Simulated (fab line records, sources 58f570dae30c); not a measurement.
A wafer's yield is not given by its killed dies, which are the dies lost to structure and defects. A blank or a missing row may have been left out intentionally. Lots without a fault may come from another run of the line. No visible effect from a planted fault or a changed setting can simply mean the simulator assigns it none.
Which of the tools did it? + flow berkeley-cmos170 + Sampling: 7 lots, 21 wafers, 3 of 331 route steps

WHAT EACH GAUGE READ, for each wafer
UCB170_V1_CD_MEAS_12: the cd target is 700 nm.
| lot  | measured     | on        | cd-nm (nm)        |
|------|--------------|-----------|-------------------|
| L660 | day 8 00:07  | cd-sem-01 | 699.7 700.1 698.8 |
| L662 | day 9 09:32  | cd-sem-01 | 699.8 700.9 701.3 |
| L664 | day 9 09:04  | cd-sem-02 | 697.5 695.8 696.2 |
| L667 | day 9 09:18  | cd-sem-02 | 697.8 696.2 697.9 |
| L669 | day 10 05:53 | cd-sem-02 | 700.0 700.0 700.8 |
| L671 | day 11 05:59 | cd-sem-01 | 697.3 698.1 698.2 |
| L678 | day 12 04:41 | cd-sem-01 | 699.4 698.7 699.9 |

WHAT TOOL EACH LOT RAN ON (gives the tool, then ch and the chambers of the sampled wafers, and finally the start)
| lot  | UCB170_ZERO_ETCH_06               | UCB170_NLDD_STRIP_10                 |
|------|-----------------------------------|--------------------------------------|
| L660 | rie-diel-03 ch 1,2, day 2 14:14   | plasma-asher-02 ch 0, day 6 21:57    |
| L662 | rie-diel-03 ch 0,2, day 3 02:33   | plasma-asher-01 ch 0,1, day 8 05:31  |
| L664 | rie-diel-02 ch 0,2,3, day 3 11:11 | plasma-asher-02 ch 0,1, day 8 05:53  |
| L667 | rie-diel-04 ch 1,2,3, day 4 00:51 | plasma-asher-02 ch 0, day 8 05:14    |
| L669 | rie-diel-03 ch 0,1, day 4 12:20   | plasma-asher-04 ch 1, day 9 03:44    |
| L671 | rie-diel-04 ch 0,3, day 5 02:13   | plasma-asher-01 ch 0,1, day 10 01:07 |
| L678 | rie-diel-02 ch 0,2,3, day 6 10:07 | plasma-asher-04 ch 0,1, day 11 03:34 |
- UCB170_ZERO_ETCH_06: etches SiO2 in CHF3/CF4/Ar, time 12 s.
- UCB170_NLDD_STRIP_10: strips in O2.

THE ANSWER, worked out from the rows above alone
Rule: what is usual is taken from the lots themselves. The widest of any qualifying gaps counts: lots, ordered by their means at a reading, are off when they make up no more than a third of the lots, leave a main group of 4 or more, and stand apart from it by 3 or more times the standard deviation of that group's means. Not used: any main group whose means are identical at the precision the tables above print for the reading. Also off: a lot with no number at a reading for which 4 or more lots have one. Any other lot the step has rows for is counted as sound.
No lot is off on any of the readings shown, so nothing can be concluded from this.

WHAT HAD BEEN PUT IN BY THE SIMULATOR
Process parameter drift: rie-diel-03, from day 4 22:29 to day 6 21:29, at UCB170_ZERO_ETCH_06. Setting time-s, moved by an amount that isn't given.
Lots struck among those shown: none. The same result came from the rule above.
